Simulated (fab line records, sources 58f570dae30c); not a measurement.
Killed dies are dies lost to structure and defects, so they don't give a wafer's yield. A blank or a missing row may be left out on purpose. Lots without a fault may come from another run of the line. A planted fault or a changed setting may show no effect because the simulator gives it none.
Which tool did it? | flow berkeley_cmos170 | 7 lots, 21 wafers sampled, at 4 steps of a route of 331

WHAT THE GAUGES READ, wafer by wafer
UCB170_PSD_TW_MEAS_10.
lot  | measured     | on            | PSD_TW
L283 | day 6 09:44  | film_metro-03 | 2340 2350 2341
L286 | day 7 15:01  | film_metro-04 | 2300 2294 2302
L291 | day 8 17:05  | film_metro-01 | 2336 2345 2327
L292 | day 9 00:04  | film_metro-01 | 2314 2321 2317
L298 | day 10 05:53 | film_metro-03 | 2445 2473 2462
L300 | day 10 21:35 | film_metro-01 | 2447 2447 2451
L304 | day 11 20:01 | film_metro-04 | 2312 2303 2308

WHICH TOOL RAN EACH LOT (tool, then ch and the chambers of the sampled wafers, then the start)
lot  | UCB170_PVT_STRIP_08                  | UCB170_PSD_IMPLANT_08           | UCB170_PSD_STRIP_09
L283 | plasma_asher-02 ch 0,1, day 5 12:52  | implanter-02 ch 0, day 6 09:30  | plasma_asher-02 ch 0,1, day 6 09:38
L286 | plasma_asher-02 ch 0,1, day 6 15:45  | implanter-03 ch 0, day 7 14:46  | plasma_asher-02 ch 0,1, day 7 14:55
L291 | plasma_asher-01 ch 0,1, day 7 14:31  | implanter-03 ch 0, day 8 16:50  | plasma_asher-02 ch 0,1, day 8 16:59
L292 | plasma_asher-02 ch 0,1, day 8 03:16  | implanter-02 ch 0, day 8 23:49  | plasma_asher-02 ch 0,1, day 8 23:58
L298 | plasma_asher-01 ch 0,1, day 9 02:53  | implanter-02 ch 0, day 10 05:39 | plasma_asher-01 ch 0,1, day 10 05:47
L300 | plasma_asher-01 ch 0,1, day 9 19:30  | implanter-02 ch 0, day 10 21:21 | plasma_asher-04 ch 0,1, day 10 21:29
L304 | plasma_asher-02 ch 0,1, day 10 18:46 | implanter-01 ch 0, day 11 19:47 | plasma_asher-04 ch 0,1, day 11 19:56
- UCB170_PVT_STRIP_08: strips in O2.
- UCB170_PSD_IMPLANT_08
- UCB170_PSD_STRIP_09: strips in O2.

THE ANSWER, worked out from the rows above alone
Rule: what is usual is taken from the lots themselves. Put in order of their means at a reading, lots are off if they are a third of the lots or fewer, leave a main group of 4 or more, and stand apart from it by a gap of 3 or more times the standard deviation of the main group's means; of several such gaps the widest counts. A main group whose means are all the same, to the digits that the tables above print for the reading, isn't used. A lot without any number at a reading at which 4 lots or more have one is off too. The other lots that the step has rows for count as sound.
Off: L298, L300, at UCB170_PSD_TW_MEAS_10 (PSD_TW). The main group: mean 2321, standard deviation 17.
A tool fits if, at a process step before that reading, it ran every lot that is off, and no sound lot after the first of them. The gauges at UCB170_PSD_TW_MEAS_10 are tried like those tools. Can't be told from this: 2 tools fit, plasma_asher-01 at UCB170_PVT_STRIP_08, implanter-02 at UCB170_PSD_IMPLANT_08.

WHAT THE SIMULATOR HAD PUT IN
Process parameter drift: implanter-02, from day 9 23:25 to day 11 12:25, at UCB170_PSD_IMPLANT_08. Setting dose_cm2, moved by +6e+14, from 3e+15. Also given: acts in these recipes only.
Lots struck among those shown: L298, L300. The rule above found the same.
